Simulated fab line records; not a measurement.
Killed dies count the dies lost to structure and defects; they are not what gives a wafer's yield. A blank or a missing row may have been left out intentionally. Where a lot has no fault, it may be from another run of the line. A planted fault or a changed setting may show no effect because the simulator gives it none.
Shared-tool check || flow berkeley cmos170 || 14 lots, 42 wafers sampled

WHY IT WAS OPENED
2 of 14 lots carry a flag on the reading NVT_TW at UCB170_NVT_TW_MEAS_09. Wafers without a fault read 522, standard deviation 3.3.
Rule: flag the lot when none of its wafers has a number, or when each of its wafers that has one lies beyond 4 standard deviations from that mean. The other lots count as sound.

{"lot": "L801", "measured": "day 6 00:23", "on": "film metro-01", "NVT_TW, wafer by wafer": "519 520 520", "flag": ""}
{"lot": "L800", "measured": "day 6 00:46", "on": "film metro-02", "NVT_TW, wafer by wafer": "523 527 528", "flag": ""}
{"lot": "L802", "measured": "day 6 09:08", "on": "film metro-01", "NVT_TW, wafer by wafer": "519 517 517", "flag": ""}
{"lot": "L803", "measured": "day 6 09:22", "on": "film metro-02", "NVT_TW, wafer by wafer": "522 522 521", "flag": ""}
{"lot": "L809", "measured": "day 7 14:59", "on": "film metro-01", "NVT_TW, wafer by wafer": "527 526 525", "flag": ""}
{"lot": "L808", "measured": "day 7 15:14", "on": "film metro-04", "NVT_TW, wafer by wafer": "612 613 611", "flag": "FLAGGED"}
{"lot": "L806", "measured": "day 7 15:28", "on": "film metro-04", "NVT_TW, wafer by wafer": "614 615 613", "flag": "FLAGGED"}
{"lot": "L807", "measured": "day 7 15:37", "on": "film metro-01", "NVT_TW, wafer by wafer": "522 522 522", "flag": ""}
{"lot": "L816", "measured": "day 10 03:02", "on": "film metro-04", "NVT_TW, wafer by wafer": "519 521 524", "flag": ""}
{"lot": "L819", "measured": "day 10 19:43", "on": "film metro-02", "NVT_TW, wafer by wafer": "524 525 523", "flag": ""}
{"lot": "L820", "measured": "day 10 19:55", "on": "film metro-04", "NVT_TW, wafer by wafer": "522 517 519", "flag": ""}
{"lot": "L823", "measured": "day 11 10:23", "on": "film metro-04", "NVT_TW, wafer by wafer": "526 525 526", "flag": ""}
{"lot": "L822", "measured": "day 11 10:32", "on": "film metro-01", "NVT_TW, wafer by wafer": "520 520 522", "flag": ""}
{"lot": "L821", "measured": "day 11 10:40", "on": "film metro-04", "NVT_TW, wafer by wafer": "527 523 528", "flag": ""}
On average the flagged lots' numbers are 613, which is +91 against the usual, or +28 standard deviations.

WHICH TOOL EACH LOT WENT THROUGH
The record holds 1 process step before the reading, out of a route of 331 steps. Read each cell as the tool, then ch plus the chambers that the sampled wafers visited, then the start.
{"lot": "L801", "flag": "", "UCB170_NVT_IMPLANT_07": "implanter-04 ch 0, day 6 00:11"}
{"lot": "L800", "flag": "", "UCB170_NVT_IMPLANT_07": "implanter-04 ch 0, day 6 00:31"}
{"lot": "L802", "flag": "", "UCB170_NVT_IMPLANT_07": "implanter-04 ch 0, day 6 08:53"}
{"lot": "L803", "flag": "", "UCB170_NVT_IMPLANT_07": "implanter-03 ch 0, day 6 09:07"}
{"lot": "L809", "flag": "", "UCB170_NVT_IMPLANT_07": "implanter-03 ch 0, day 7 14:45"}
{"lot": "L808", "flag": "FLAGGED", "UCB170_NVT_IMPLANT_07": "implanter-01 ch 0, day 7 14:59"}
{"lot": "L806", "flag": "FLAGGED", "UCB170_NVT_IMPLANT_07": "implanter-01 ch 0, day 7 15:13"}
{"lot": "L807", "flag": "", "UCB170_NVT_IMPLANT_07": "implanter-03 ch 0, day 7 15:22"}
{"lot": "L816", "flag": "", "UCB170_NVT_IMPLANT_07": "implanter-04 ch 0, day 10 02:47"}
{"lot": "L819", "flag": "", "UCB170_NVT_IMPLANT_07": "implanter-03 ch 0, day 10 19:28"}
{"lot": "L820", "flag": "", "UCB170_NVT_IMPLANT_07": "implanter-01 ch 0, day 10 19:40"}
{"lot": "L823", "flag": "", "UCB170_NVT_IMPLANT_07": "implanter-01 ch 0, day 11 10:08"}
{"lot": "L822", "flag": "", "UCB170_NVT_IMPLANT_07": "implanter-03 ch 0, day 11 10:19"}
{"lot": "L821", "flag": "", "UCB170_NVT_IMPLANT_07": "implanter-04 ch 0, day 11 10:25"}
What is done by these steps:
- UCB170_NVT_IMPLANT_07
- UCB170_NVT_TW_MEAS_09

FLAGGED AGAINST TOTAL, ONE TOOL AT A TIME (gauges that did the reading follow at the end)
{"step": "UCB170_NVT_IMPLANT_07", "tool": "implanter-01", "lots run": 4, "flagged": 2, "share of the flagged lots": "all", "sound lots run after its first flagged lot": "2 (L820,L823)"}
{"step": "UCB170_NVT_IMPLANT_07", "tool": "implanter-03", "lots run": 5, "flagged": 0, "share of the flagged lots": "none", "sound lots run after its first flagged lot": "-"}
{"step": "UCB170_NVT_IMPLANT_07", "tool": "implanter-04", "lots run": 5, "flagged": 0, "share of the flagged lots": "none", "sound lots run after its first flagged lot": "-"}
{"step": "UCB170_NVT_TW_MEAS_09", "tool": "film metro-01", "lots run": 5, "flagged": 0, "share of the flagged lots": "none", "sound lots run after its first flagged lot": "-"}
{"step": "UCB170_NVT_TW_MEAS_09", "tool": "film metro-02", "lots run": 3, "flagged": 0, "share of the flagged lots": "none", "sound lots run after its first flagged lot": "-"}
{"step": "UCB170_NVT_TW_MEAS_09", "tool": "film metro-04", "lots run": 6, "flagged": 2, "share of the flagged lots": "all", "sound lots run after its first flagged lot": "4 (L816,L820,L823,L821)"}

WHAT THE TABLE PERMITS
In 2 table rows, all flagged lots were run: implanter-01 (UCB170_NVT_IMPLANT_07), film metro-04 (UCB170_NVT_TW_MEAS_09).
- implanter-01 at UCB170_NVT_IMPLANT_07 ran 4 lots, 2 of them flagged. Sound lots ran on it after the first flagged one (L820, L823), which a lasting fault on the whole tool wouldn't allow. Its own readings lie more than 4 standard deviations out on every wafer of the flagged lots: dose ions cm2, faraday current uA.
- film metro-04 at UCB170_NVT_TW_MEAS_09 ran 6 lots, 2 of them flagged. Sound lots ran on it after the first flagged one (L816, L820, L823, L821), which a lasting fault on the whole tool wouldn't allow.
There is no row in the table that ran each flagged lot and no sound lot after the first.

WHAT WAS PUT IN BY THE SIMULATOR
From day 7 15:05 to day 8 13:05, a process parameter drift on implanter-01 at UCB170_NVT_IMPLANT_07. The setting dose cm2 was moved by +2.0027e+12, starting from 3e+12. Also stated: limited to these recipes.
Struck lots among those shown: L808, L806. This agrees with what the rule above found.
